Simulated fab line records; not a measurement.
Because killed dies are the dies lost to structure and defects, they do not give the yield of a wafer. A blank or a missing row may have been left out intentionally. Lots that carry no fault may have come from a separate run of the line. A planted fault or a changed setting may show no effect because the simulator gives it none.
fab line records	flow berkeley_cmos170	part 1 of 2: steps 1 to 37 of 43
record: lots: 7	wafers: 21	last_day: 12
route steps=331 shown BACKSIDE@202 SDANNEAL@204 PSD@206 NSD@207 PLDD@208 NLDD@209 SILICIDE@210 CONTACT@216 M1@238 M3@331
lots untouched by any fault: they come from a run of this same line in which no faults occurred
start_h: hours from the record's opening day to when the first of the lot's shown wafers began	wait_h: hours elapsed since this lot's preceding step	" repeats the value in the row above	L1.1+2: a row that stands for several wafers	- no value present, or no start provided	* or withheld: withheld	< > ~ a bound
route shown NAME@n: a module of which the file shows steps, and the number in the route of the first	usual: average and standard deviation across the fault-free wafers	same: alike in all rows	chamber/n: place in a boat	sites: per-site readings	_std_site: standard deviation of those values	_edge_site: outer sites' mean less inner sites'	radius_mm: for every site, how far away it sits from the centre of the wafer	mask NAME#n: copy n	behind: the tool/chamber that last shaped the wafer	hold: cause of the lot's hold/its duration in hours/its outcome	device: names the non-switching transistor (n, p or np)	end of line: tests of these same wafers at the route's end	a step given without rows: its recipe and nothing more	killed: count of dies lost to structure and defects at first sort (not the wafer's yield)	map: per-die view of a wafer (x killed, . not killed, _ where there is no die)
set.NAME: setting as actually run; set.NAME@STEP: the setting as run at that earlier step	model.NAME: the simulator's own value behind a step, which no gauge read
lots seen at some steps along the route; tables by step, rows by wafer
services: the hour from which a tool's chamber was out of use, counted from the record's first day as start_h (under 0 if before that day), plus the number of hours and why
== steps ==
step: UCB170_BACKSIDE_STRIP_03
recipe: chemistry: O2	power_w: 400	pressure_mtorr: 3500	platen_temp_c: withheld	o2_flow_sccm: 400	overash_fraction: 0.5
usual: drypump_motor_current_A: 5.8/0.46	oes_product_au: 0.734/0.0039	strip_time_to_endpoint_s: 21.97/0.065
lot.wafer	tool	chamber	start_h	wait_h	drypump_motor_current_A	oes_product_au	rf_hours_counter_h	strip_time_to_endpoint_s
L923.2	plasma_asher-03	1	131.28	0.1	6.4	0.734	43	21.95
L923.3	"	1	"	"	6.4	0.728	-	21.98
L923.4	"	0	"	"	6.0	0.731	-	22.02
L924.3	plasma_asher-03	0	143.39	0.1	6.0	0.729	-	21.98
L924.5	"	1	"	"	6.4	0.733	-	21.99
L924.6	"	0	"	"	6.0	0.735	-	21.95
L933.2	plasma_asher-03	1	186.33	0.1	6.4	0.734	49	21.91
L933.5	"	0	"	"	6.0	0.733	-	21.85
L933.6	"	1	"	"	6.4	0.727	-	21.88
L932.2	plasma_asher-03	1	187.40	0.1	6.4	0.727	49	21.90
L932.3	"	1	"	"	6.4	0.731	-	21.99
L932.5	"	1	"	"	6.4	0.737	-	21.93
L934.3	plasma_asher-03	1	202.77	0.1	6.4	0.741	-	21.98
L934.4	"	0	"	"	6.0	0.732	-	21.87
L934.5	"	1	"	"	6.4	0.733	-	21.95
L935.2	plasma_asher-01	1	202.94	0.1	5.7	0.729	6	21.96
L935.3	"	0	"	"	5.0	0.737	-	21.94
L935.4	"	1	"	"	5.7	0.736	-	21.92
L945.2	plasma_asher-04	1	252.17	0.1	6.1	0.732	45	21.86
L945.3	"	0	"	"	5.6	0.744	-	21.91
L945.6	"	1	"	"	6.1	0.741	-	21.84
step: UCB170_BACKSIDE_CLEAN_04
recipe: chemistry: SPM	temp_c: 120	time_s: 600
step: UCB170_SDANNEAL_RTA_00
recipe: temp_c: 900	time_s: 10	ambient: N2
usual: lamp_power_pct: 26.6/0.99	wafer_temp_C_max: 904.5/2.2
lot.wafer	tool	chamber	start_h	wait_h	lamp_power_pct	wafer_temp_C_max
L923.2	rtp_anneal-02	0	131.57	0.0	27.5	904.8
L923.3	"	0	"	"	27.5	904.1
L923.4	"	0	"	"	27.5	906.6
L924.3	rtp_anneal-01	0	144.35	0.0	25.5	901.8
L924.5	"	0	"	"	25.6	902.8
L924.6	"	0	"	"	25.6	902.4
L933.2	rtp_anneal-02	0	186.62	0.0	27.5	906.6
L933.5	"	0	"	"	27.5	906.9
L933.6	"	0	"	"	27.5	905.7
L932.2	rtp_anneal-02	0	187.89	0.0	27.5	906.9
L932.3	"	0	"	"	27.5	906.5
L932.5	"	0	"	"	27.5	905.4
L934.3	rtp_anneal-01	0	203.07	0.0	25.5	902.9
L934.4	"	0	"	"	25.5	902.2
L934.5	"	0	"	"	25.6	902.0
L935.2	rtp_anneal-02	0	203.24	0.0	27.5	906.0
L935.3	"	0	"	"	27.5	904.7
L935.4	"	0	"	"	27.6	905.5
L945.2	rtp_anneal-02	0	252.49	0.0	27.6	904.9
L945.3	"	0	"	"	27.5	906.0
L945.6	"	0	"	"	27.6	907.3
step: UCB170_SDANNEAL_RTA_01
recipe: temp_c: 1050	time_s: 5	ambient: N2
step: UCB170_SDANNEAL_RS_MEAS_02
recipe: thk_meas_gauge: four-point-probe
usual: PSD_RS: 75.50/0.29
lot.wafer	tool	chamber	start_h	wait_h	PSD_RS[ohm/sq]
L923.2	film_metro-02	-	131.70	0.1	75.25
L923.3	"	-	"	"	75.19
L923.4	"	-	"	"	75.11
L924.3	film_metro-02	-	144.60	0.1	75.47
L924.5	"	-	"	"	75.54
L924.6	"	-	"	"	75.25
L933.2	film_metro-02	-	186.75	0.1	75.97
L933.5	"	-	"	"	75.63
L933.6	"	-	"	"	75.60
L932.2	film_metro-02	-	188.03	0.1	75.85
L932.3	"	-	"	"	75.84
L932.5	"	-	"	"	75.69
L934.3	film_metro-03	-	203.32	0.1	75.56
L934.4	"	-	"	"	75.31
L934.5	"	-	"	"	75.12
L935.2	film_metro-04	-	203.48	0.1	75.92
L935.3	"	-	"	"	75.86
L935.4	"	-	"	"	76.01
L945.2	film_metro-03	-	252.63	0.1	75.89
L945.3	"	-	"	"	75.45
L945.6	"	-	"	"	75.26
step: UCB170_SDANNEAL_RS_MEAS_03
recipe: thk_meas_gauge: four-point-probe
usual: NSD_RS: 37.22/0.085
lot.wafer	tool	chamber	start_h	wait_h	NSD_RS[ohm/sq]
L923.2	film_metro-02	-	131.82	0.1	37.29
L923.3	"	-	"	"	37.28
L923.4	"	-	"	"	37.26
L924.3	film_metro-02	-	144.72	0.1	37.17
L924.5	"	-	"	"	37.18
L924.6	"	-	"	"	37.17
L933.2	film_metro-02	-	186.87	0.1	37.14
L933.5	"	-	"	"	37.16
L933.6	"	-	"	"	37.19
L932.2	film_metro-02	-	188.15	0.1	37.34
L932.3	"	-	"	"	37.28
L932.5	"	-	"	"	37.26
L934.3	film_metro-03	-	203.44	0.1	37.36
L934.4	"	-	"	"	37.28
L934.5	"	-	"	"	37.22
L935.2	film_metro-04	-	203.60	0.1	37.26
L935.3	"	-	"	"	37.40
L935.4	"	-	"	"	37.39
L945.2	film_metro-03	-	252.75	0.1	37.29
L945.3	"	-	"	"	37.28
L945.6	"	-	"	"	37.29
step: UCB170_SDANNEAL_RS_MEAS_04
recipe: thk_meas_gauge: four-point-probe
usual: PLDD_RS: 1030.7/2.2
lot.wafer	tool	chamber	start_h	wait_h	PLDD_RS[ohm/sq]
L923.2	film_metro-02	-	131.94	0.1	1028.2
L923.3	"	-	"	"	1028.6
L923.4	"	-	"	"	1027.6
L924.3	film_metro-02	-	144.84	0.1	1029.3
L924.5	"	-	"	"	1033.0
L924.6	"	-	"	"	1034.2
L933.2	film_metro-02	-	186.99	0.1	1031.2
L933.5	"	-	"	"	1029.0
L933.6	"	-	"	"	1026.3
L932.2	film_metro-02	-	188.27	0.1	1026.9
L932.3	"	-	"	"	1033.2
L932.5	"	-	"	"	1030.0
L934.3	film_metro-03	-	203.56	0.1	1028.7
L934.4	"	-	"	"	1029.4
L934.5	"	-	"	"	1030.2
L935.2	film_metro-04	-	203.72	0.1	1030.1
L935.3	"	-	"	"	1030.1
L935.4	"	-	"	"	1027.3
L945.2	film_metro-03	-	252.87	0.1	1033.3
L945.3	"	-	"	"	1033.0
L945.6	"	-	"	"	1032.9
step: UCB170_SDANNEAL_RS_MEAS_05
recipe: thk_meas_gauge: four-point-probe
usual: NLDD_RS: 615.9/1.4
lot.wafer	tool	chamber	start_h	wait_h	NLDD_RS[ohm/sq]
L923.2	film_metro-02	-	132.06	0.1	614.6
L923.3	"	-	"	"	615.7
L923.4	"	-	"	"	614.1
L924.3	film_metro-02	-	144.96	0.1	616.0
L924.5	"	-	"	"	616.5
L924.6	"	-	"	"	615.6
L933.2	film_metro-02	-	187.11	0.1	617.9
L933.5	"	-	"	"	616.3
L933.6	"	-	"	"	616.9
L932.2	film_metro-02	-	188.39	0.1	617.2
L932.3	"	-	"	"	615.6
L932.5	"	-	"	"	614.4
L934.3	film_metro-03	-	203.68	0.1	618.4
L934.4	"	-	"	"	618.4
L934.5	"	-	"	"	616.6
L935.2	film_metro-04	-	203.84	0.1	615.5
L935.3	"	-	"	"	616.9
L935.4	"	-	"	"	615.4
L945.2	film_metro-03	-	252.99	0.1	616.7
L945.3	"	-	"	"	616.8
L945.6	"	-	"	"	616.0
step: UCB170_SILICIDE_PRE_CLEAN_00
recipe: gas: Ar	preclean_etch_time_s: 60
step: UCB170_SILICIDE_SPUTTER_01
recipe: material: Ti	target_thk_nm: 30	time_s: 25	power_w: 1500	chamber_pressure_pa: 0.5
usual: throttle_valve_pct: 29.9/1.2
lot.wafer	tool	chamber	start_h	wait_h	throttle_valve_pct
L923.2	pvd_sputter-02	-	132.23	0.0	30.1
L923.3	"	-	"	"	29.2
L923.4	"	-	"	"	31.7
L924.3	pvd_sputter-01	-	145.10	0.0	28.8
L924.5	"	-	"	"	28.8
L924.6	"	-	"	"	29.2
L933.2	pvd_sputter-01	-	187.28	0.0	29.0
L933.5	"	-	"	"	30.1
L933.6	"	-	"	"	28.7
L932.2	pvd_sputter-02	-	188.55	0.0	30.4
L932.3	"	-	"	"	32.1
L932.5	"	-	"	"	31.9
L934.3	pvd_sputter-02	-	203.83	0.0	32.1
L934.4	"	-	"	"	30.6
L934.5	"	-	"	"	29.2
L935.2	pvd_sputter-03	-	204.01	0.0	30.2
L935.3	"	-	"	"	27.9
L935.4	"	-	"	"	31.6
L945.2	pvd_sputter-02	-	253.15	0.0	30.8
L945.3	"	-	"	"	29.1
L945.6	"	-	"	"	31.6
step: UCB170_SILICIDE_RS_MEAS_02
recipe: thk_meas_gauge: four-point-probe	reads: Ti_of_SILICIDE_SPUTTER_01
usual: SILICIDE_TI_RS: 26.1/0.46
lot.wafer	tool	chamber	start_h	wait_h	SILICIDE_TI_RS[ohm/sq]
L923.2	film_metro-01	-	132.31	0.1	26.9
L923.3	"	-	"	"	26.5
L923.4	"	-	"	"	26.6
L924.3	film_metro-01	-	145.17	0.1	26.1
L924.5	"	-	"	"	26.0
L924.6	"	-	"	"	25.1
L933.2	film_metro-04	-	187.33	0.0	25.2
L933.5	"	-	"	"	26.3
L933.6	"	-	"	"	25.8
L932.2	film_metro-01	-	188.60	0.0	25.9
L932.3	"	-	"	"	26.1
L932.5	"	-	"	"	26.0
L934.3	film_metro-01	-	203.90	0.1	26.6
L934.4	"	-	"	"	26.6
L934.5	"	-	"	"	26.3
L935.2	film_metro-03	-	204.06	0.0	26.3
L935.3	"	-	"	"	26.7
L935.4	"	-	"	"	26.9
L945.2	film_metro-03	-	253.20	0.0	25.6
L945.3	"	-	"	"	25.4
L945.6	"	-	"	"	26.0
step: UCB170_SILICIDE_THK_MEAS_03
recipe: thk_meas_gauge: xrf	reads: Ti_of_SILICIDE_SPUTTER_01
usual: SILICIDE_TI_THK: 30.0/0.42
lot.wafer	tool	chamber	start_h	wait_h	SILICIDE_TI_THK[nm]
L923.2	film_metro-01	-	132.42	0.1	29.4
L923.3	"	-	"	"	29.6
L923.4	"	-	"	"	29.5
L924.3	film_metro-01	-	145.27	0.1	30.3
L924.5	"	-	"	"	30.4
L924.6	"	-	"	"	31.3
L933.2	film_metro-04	-	187.44	0.1	30.9
L933.5	"	-	"	"	29.6
L933.6	"	-	"	"	30.1
L932.2	film_metro-01	-	188.71	0.1	30.5
L932.3	"	-	"	"	30.2
L932.5	"	-	"	"	30.3
L934.3	film_metro-01	-	204.00	0.1	29.7
L934.4	"	-	"	"	29.7
L934.5	"	-	"	"	30.0
L935.2	film_metro-03	-	204.17	0.1	29.8
L935.3	"	-	"	"	29.2
L935.4	"	-	"	"	29.1
L945.2	film_metro-03	-	253.31	0.1	30.3
L945.3	"	-	"	"	30.5
L945.6	"	-	"	"	30.0
step: UCB170_SILICIDE_RTA_04
recipe: temp_c: 650	time_s: 15	ambient: N2
usual: lamp_power_pct: 11.3/0.42	wafer_temp_C_max: 653.1/1.6
lot.wafer	tool	chamber	start_h	wait_h	lamp_power_pct	wafer_temp_C_max
L923.2	rtp_anneal-02	0	132.49	0.1	11.8	654.1
L923.3	"	0	"	"	11.8	654.1
L923.4	"	0	"	"	11.8	654.4
L924.3	rtp_anneal-01	0	145.36	0.1	10.9	652.1
L924.5	"	0	"	"	11.0	651.9
L924.6	"	0	"	"	10.9	651.9
L933.2	rtp_anneal-02	0	187.50	0.1	11.8	654.6
L933.5	"	0	"	"	11.8	653.8
L933.6	"	0	"	"	11.8	653.6
L932.2	rtp_anneal-02	0	188.78	0.1	11.8	654.2
L932.3	"	0	"	"	11.8	655.6
L932.5	"	0	"	"	11.8	653.9
L934.3	rtp_anneal-01	0	204.09	0.1	10.9	651.8
L934.4	"	0	"	"	11.0	651.9
L934.5	"	0	"	"	11.0	652.5
L935.2	rtp_anneal-02	0	204.25	0.1	11.8	654.9
L935.3	"	0	"	"	11.8	655.1
L935.4	"	0	"	"	11.8	654.0
L945.2	rtp_anneal-01	0	253.38	0.1	11.0	652.1
L945.3	"	0	"	"	10.9	651.4
L945.6	"	0	"	"	11.0	652.4
step: UCB170_SILICIDE_WET_ETCH_05
recipe: chemistry: SPM	time_s: 45	temp_c: 120	target: Ti
step: UCB170_CONTACT_CLEAN_00
recipe: chemistry: SPM	temp_c: 120	time_s: 600
step: UCB170_CONTACT_CVD_01
recipe: material: PSG	target_thk_nm: 700	temp_c: 450	precursor: SiH4/O2/PH3	time_s: 2820	pressure_mtorr: 300	sih4_flow_sccm: 60	o2_flow_sccm: 90	ph3_flow_sccm: 25
step: UCB170_CONTACT_THK_MEAS_02
recipe: reads: PSG_of_CONTACT_CVD_01
usual: CONTACT_PSG_THK: 698/6.1
lot.wafer	tool	chamber	start_h	wait_h	CONTACT_PSG_THK[nm]
L923.2	film_metro-01	-	134.54	0.0	700
L923.3	"	-	"	"	700
L923.4	"	-	"	"	698
L924.3	film_metro-04	-	147.77	0.0	696
L924.5	"	-	"	"	704
L924.6	"	-	"	"	702
L933.2	film_metro-02	-	190.98	0.0	704
L933.5	"	-	"	"	697
L933.6	"	-	"	"	705
L932.2	film_metro-01	-	191.62	0.0	706
L932.3	"	-	"	"	704
L932.5	"	-	"	"	703
L934.3	film_metro-01	-	206.20	0.0	692
L934.4	"	-	"	"	699
L934.5	"	-	"	"	698
L935.2	film_metro-04	-	206.41	0.0	693
L935.3	"	-	"	"	688
L935.4	"	-	"	"	687
L945.2	film_metro-01	-	258.33	0.0	710
L945.3	"	-	"	"	700
L945.6	"	-	"	"	703
step: UCB170_CONTACT_HMDS_03
recipe: prime_time_s: 60	prime_temp_c: 100
step: UCB170_CONTACT_COAT_04
recipe: resist: KrF	spin_rpm: 1500	resist_thk_nm: 900
step: UCB170_CONTACT_SOFTBAKE_05
recipe: resist: KrF	temp_c: 130	time_s: 60
step: UCB170_CONTACT_STRIP_06
recipe: chemistry: O2	power_w: 400	pressure_mtorr: 3500	platen_temp_c: withheld	o2_flow_sccm: 400	overash_fraction: 0.5
step: UCB170_CONTACT_CLEAN_07
recipe: chemistry: SPM	temp_c: 120	time_s: 600
step: UCB170_CONTACT_RTA_08
recipe: temp_c: 900	time_s: 10	ambient: N2
step: UCB170_CONTACT_COAT_09
recipe: resist: BARC	temp_c: withheld	time_s: withheld	spin_rpm: 3000	resist_thk_nm: withheld
step: UCB170_CONTACT_COAT_10
recipe: resist: KrF	spin_rpm: 1500	resist_thk_nm: 900
step: UCB170_CONTACT_SOFTBAKE_11
recipe: resist: KrF	temp_c: 130	time_s: 60
step: UCB170_CONTACT_EXPOSE_12
recipe: mask_id: CONT	target_cd_nm: 700	na: 0.5	sigma_outer: 0.6	source_shape: conventional	dose_mj: 35
step: UCB170_CONTACT_PEB_13
recipe: peb_temp_c: 130	peb_time_s: withheld	resist: KrF
step: UCB170_CONTACT_DEVELOP_14
recipe: developer: TMAH	develop_time_s: 45	resist: KrF	dev_temp_c: 21
step: UCB170_CONTACT_CD_MEAS_15
recipe: target_cd_nm: 700
usual: cd_nm: 700.5/1.4
lot.wafer	tool	chamber	start_h	wait_h	cd_nm
L923.2	cd_sem-02	-	136.40	-	701.5
L923.3	"	-	"	"	698.6
L923.4	"	-	"	"	700.2
L924.3	cd_sem-02	-	149.70	-	702.1
L924.5	"	-	"	"	703.1
L924.6	"	-	"	"	702.4
L933.2	cd_sem-02	-	193.20	-	702.3
L933.5	"	-	"	"	701.8
L933.6	"	-	"	"	702.5
L932.2	cd_sem-02	-	194.20	-	699.0
L932.3	"	-	"	"	699.2
L932.5	"	-	"	"	700.1
L934.3	cd_sem-02	-	207.93	-	700.6
L934.4	"	-	"	"	698.1
L934.5	"	-	"	"	699.6
L935.2	cd_sem-02	-	208.13	-	701.3
L935.3	"	-	"	"	700.1
L935.4	"	-	"	"	698.9
L945.2	cd_sem-01	-	260.44	-	700.2
L945.3	"	-	"	"	698.9
L945.6	"	-	"	"	699.7
step: UCB170_CONTACT_OVL_MEAS_16
usual: CONTACT_OVL: -1/5.9
lot.wafer	tool	chamber	start_h	wait_h	CONTACT_OVL[nm]
L923.2	overlay-02	-	136.50	0.1	-3
L923.3	"	-	"	"	-13
L923.4	"	-	"	"	1
L924.3	overlay-01	-	149.79	0.1	2
L924.5	"	-	"	"	-3
L924.6	"	-	"	"	-2
L933.2	overlay-01	-	193.31	0.1	4
L933.5	"	-	"	"	6
L933.6	"	-	"	"	-3
L932.2	overlay-02	-	194.31	0.1	-5
L932.3	"	-	"	"	3
L932.5	"	-	"	"	2
L934.3	overlay-01	-	208.02	0.1	-15
L934.4	"	-	"	"	-7
L934.5	"	-	"	"	-10
L935.2	overlay-01	-	208.23	0.1	-4
L935.3	"	-	"	"	-6
L935.4	"	-	"	"	4
L945.2	overlay-01	-	260.54	0.1	-6
L945.3	"	-	"	"	-4
L945.6	"	-	"	"	-5
step: UCB170_CONTACT_ETCH_17
recipe: chemistry: N2/H2	target_depth_a: withheld	overetch_a: withheld	target: BARC	time_s: withheld	source_w: 500	bias_w: 100	pressure_mtorr: 30	n2_flow_sccm: 100	h2_flow_sccm: 200
step: UCB170_CONTACT_ETCH_18
recipe: chemistry: CHF3/CF4/Ar	target: PSG	stop_on: TiSi2	CHF3_flow_sccm: 45	cf4_flow_sccm: 15	Ar_flow_sccm: 150	pressure_mtorr: 200	rf_w: 700	target_depth_a: 8400	over_etch_frac: 0.2	time_s: 195
usual: drypump_motor_current_A: 5.8/0.58	oes_product_au: 0.894/0.013	throttle_valve_pct: 6.91/0.12
lot.wafer	tool	chamber	start_h	wait_h	drypump_motor_current_A	oes_product_au	rf_hours_counter_h	throttle_valve_pct
L923.2	rie_diel-03	2	-	-	5.7	0.913	59	7.01
L923.3	"	1	"	"	6.3	0.903	48	6.96
L923.4	"	0	"	"	5.6	0.890	137	7.14
L924.3	rie_diel-01	0	-	-	6.6	0.899	4	6.79
L924.5	"	0	"	"	6.6	0.895	-	6.81
L924.6	"	1	"	"	6.5	0.898	-	6.67
L933.2	rie_diel-02	3	-	-	6.6	0.894	41	6.84
L933.5	"	3	"	"	6.6	0.890	-	6.84
L933.6	"	1	"	"	5.1	0.885	-	7.05
L932.2	rie_diel-03	2	-	-	5.8	0.914	62	6.98
L932.3	"	0	"	"	5.6	0.891	140	7.13
L932.5	"	2	"	"	5.8	0.918	-	6.97
L934.3	rie_diel-01	3	-	-	5.6	0.862	106	6.75
L934.4	"	2	"	"	5.3	0.890	136	7.00
L934.5	"	2	"	"	5.3	0.886	-	6.98
L935.2	rie_diel-02	3	-	-	6.6	0.875	42	6.84
L935.3	"	0	"	"	5.2	0.894	19	6.86
L935.4	"	0	"	"	5.2	0.884	-	6.84
L945.2	rie_diel-03	0	-	-	5.6	0.909	1	7.14
L945.3	"	1	"	"	6.3	0.905	56	6.94
L945.6	"	2	"	"	5.8	0.907	-	6.99
step: UCB170_CONTACT_STRIP_19
recipe: chemistry: O2	power_w: 400	pressure_mtorr: 3500	platen_temp_c: withheld	o2_flow_sccm: 400	overash_fraction: 0.5
step: UCB170_CONTACT_CD_MEAS_90
recipe: target_cd_nm: 700
usual: cd_nm: 700.3/1.5
lot.wafer	tool	chamber	start_h	wait_h	cd_nm
L923.2	cd_sem-02	-	136.82	0.1	701.0
L923.3	"	-	"	"	698.3
L923.4	"	-	"	"	701.3
L924.3	cd_sem-02	-	150.13	0.1	700.5
L924.5	"	-	"	"	702.7
L924.6	"	-	"	"	701.2
L933.2	cd_sem-02	-	193.63	0.1	702.4
L933.5	"	-	"	"	701.0
L933.6	"	-	"	"	701.5
L932.2	cd_sem-02	-	194.63	0.1	697.5
L932.3	"	-	"	"	699.8
L932.5	"	-	"	"	699.4
L934.3	cd_sem-01	-	208.36	0.1	701.4
L934.4	"	-	"	"	698.2
L934.5	"	-	"	"	699.9
L935.2	cd_sem-02	-	208.55	0.1	701.7
L935.3	"	-	"	"	700.6
L935.4	"	-	"	"	699.5
L945.2	cd_sem-02	-	260.86	0.1	701.2
L945.3	"	-	"	"	698.1
L945.6	"	-	"	"	699.2
step: UCB170_CONTACT_CLEAN_20
recipe: chemistry: SPM	temp_c: 120	time_s: 600
step: UCB170_M1_SPUTTER_00
recipe: material: Al	target_thk_nm: 600	time_s: 80	power_w: 6000	chamber_pressure_pa: 0.5
usual: throttle_valve_pct: 30.3/1.3
lot.wafer	tool	chamber	start_h	wait_h	throttle_valve_pct
L923.2	pvd_sputter-03	-	137.09	0.0	30.7
L923.3	"	-	"	"	28.1
L923.4	"	-	"	"	31.8
L924.3	pvd_sputter-04	-	150.39	0.0	29.9
L924.5	"	-	"	"	31.8
L924.6	"	-	"	"	28.2
L933.2	pvd_sputter-04	-	193.97	0.0	30.6
L933.5	"	-	"	"	31.7
L933.6	"	-	"	"	29.9
L932.2	pvd_sputter-03	-	194.90	0.0	30.4
L932.3	"	-	"	"	31.6
L932.5	"	-	"	"	28.0
L934.3	pvd_sputter-03	-	208.63	0.0	28.2
L934.4	"	-	"	"	31.7
L934.5	"	-	"	"	31.7
L935.2	pvd_sputter-02	-	208.82	0.0	30.5
L935.3	"	-	"	"	30.7
L935.4	"	-	"	"	30.3
L945.2	pvd_sputter-03	-	261.15	0.0	31.9
L945.3	"	-	"	"	31.0
L945.6	"	-	"	"	31.6
